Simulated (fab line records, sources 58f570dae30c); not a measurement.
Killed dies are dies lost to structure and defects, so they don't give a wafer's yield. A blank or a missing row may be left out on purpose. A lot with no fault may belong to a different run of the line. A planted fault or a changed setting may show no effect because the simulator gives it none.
A sampling plan put to the test	flow berkeley_cmos170	one fab line, 13 faults that these records tell of, each judged on the records of the lots that it struck
Plan = the line's own looks (route steps where a gauge or an inspection reads the wafer without altering it). A look is open to judgement when struck wafers have a number at it and the file gives its usual mean and standard deviation on fault-free wafers. Caught: a look later than the fault's first step finds the struck wafers' mean 4 or more of those standard deviations (sigma) from the usual mean. On the tool: the same test on the tool's own readings at the fault's steps. It also counts as caught if the struck wafers ran another recipe or if their record alone is blank.

## THE FAULTS, as the simulator had put them in
1. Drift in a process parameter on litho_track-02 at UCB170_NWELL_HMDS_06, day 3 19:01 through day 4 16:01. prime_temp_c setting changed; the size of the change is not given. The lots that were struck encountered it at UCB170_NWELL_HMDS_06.
2. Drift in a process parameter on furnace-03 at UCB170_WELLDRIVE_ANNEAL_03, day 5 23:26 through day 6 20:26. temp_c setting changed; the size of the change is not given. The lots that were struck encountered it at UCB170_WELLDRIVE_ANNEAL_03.
3. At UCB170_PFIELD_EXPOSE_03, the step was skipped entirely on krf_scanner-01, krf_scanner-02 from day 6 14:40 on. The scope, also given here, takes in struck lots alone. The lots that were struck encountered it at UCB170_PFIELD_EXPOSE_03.
4. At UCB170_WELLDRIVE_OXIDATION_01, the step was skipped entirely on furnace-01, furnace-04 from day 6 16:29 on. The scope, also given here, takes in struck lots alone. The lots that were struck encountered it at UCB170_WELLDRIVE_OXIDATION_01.
5. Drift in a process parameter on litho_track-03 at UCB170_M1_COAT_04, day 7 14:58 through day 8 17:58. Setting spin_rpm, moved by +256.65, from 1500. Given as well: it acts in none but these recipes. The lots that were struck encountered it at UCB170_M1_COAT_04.
6. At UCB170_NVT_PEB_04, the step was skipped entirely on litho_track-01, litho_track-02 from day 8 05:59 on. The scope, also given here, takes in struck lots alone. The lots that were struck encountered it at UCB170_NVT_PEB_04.
7. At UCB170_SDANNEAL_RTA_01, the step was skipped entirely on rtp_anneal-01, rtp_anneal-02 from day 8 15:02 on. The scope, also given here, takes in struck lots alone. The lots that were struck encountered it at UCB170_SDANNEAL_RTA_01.
8. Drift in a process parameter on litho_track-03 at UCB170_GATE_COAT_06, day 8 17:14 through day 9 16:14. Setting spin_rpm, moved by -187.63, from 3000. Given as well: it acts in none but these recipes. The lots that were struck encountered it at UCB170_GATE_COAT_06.
9. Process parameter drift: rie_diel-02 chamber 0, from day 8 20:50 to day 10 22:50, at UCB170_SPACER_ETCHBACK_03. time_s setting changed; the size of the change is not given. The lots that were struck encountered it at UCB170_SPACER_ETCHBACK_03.
10. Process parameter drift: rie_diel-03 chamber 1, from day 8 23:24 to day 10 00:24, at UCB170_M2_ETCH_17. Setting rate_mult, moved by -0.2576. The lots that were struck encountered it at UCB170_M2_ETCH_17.
11. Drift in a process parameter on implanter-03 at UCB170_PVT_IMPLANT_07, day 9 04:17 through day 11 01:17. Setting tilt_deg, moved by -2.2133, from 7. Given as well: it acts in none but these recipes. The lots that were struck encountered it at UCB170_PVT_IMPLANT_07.
12. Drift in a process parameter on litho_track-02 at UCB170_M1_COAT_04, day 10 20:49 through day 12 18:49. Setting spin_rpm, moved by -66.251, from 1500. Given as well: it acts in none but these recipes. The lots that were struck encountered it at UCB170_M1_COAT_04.
13. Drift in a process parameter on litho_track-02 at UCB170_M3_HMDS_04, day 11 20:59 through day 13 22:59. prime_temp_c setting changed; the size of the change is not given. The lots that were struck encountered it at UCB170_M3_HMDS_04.

## WHAT THE PLAN SAW
fault	on the tool itself	first look that catches it	reading, sigma	median hours from its first step to that look	hours from the fault's start to the first struck lot there	judged looks passed uncaught
1	prime_temp_c +29 sigma	none of the 2 looks that can be judged after it	-	-	-	2
2	tube_center_temp_C +99 or beyond sigma	no look after it can be judged	-	-	-	0
3	no reading that can be judged	not the one look that can be judged after it	-	-	-	1
4	the tool's record is blank for the struck wafers	no look after it can be judged	-	-	-	0
5	spin_speed_rpm +99 or beyond sigma	no look after it can be judged	-	-	-	0
6	the tool's record is blank for the struck wafers	not the one look that can be judged after it	-	-	-	1
7	the tool's record is blank for the struck wafers	no look after it can be judged	-	-	-	0
8	spin_speed_rpm -98 sigma	none of the 2 looks that can be judged after it	-	-	-	2
9	run_length_s -65 sigma	no look after it can be judged	-	-	-	0
10	oes_product_au -6.2 sigma	no look after it can be judged	-	-	-	0
11	tilt_deg -99 or beyond sigma	no look after it can be judged	-	-	-	0
12	spin_speed_rpm -65 sigma	not the one look that can be judged after it	-	-	-	1
13	prime_temp_c +30 sigma	no look after it can be judged	-	-	-	0
A dash: the fault is not caught, or the number is missing from these records.

Caught at a look: 0 of 13. Caught on the tool: 12 of 13. By one or the other: 12 of 13.
Caught on the tool alone: faults 1, 2, 4, 5, 6, 7, 8, 9, 10, 11, 12, 13.
Caught by neither: fault 3.
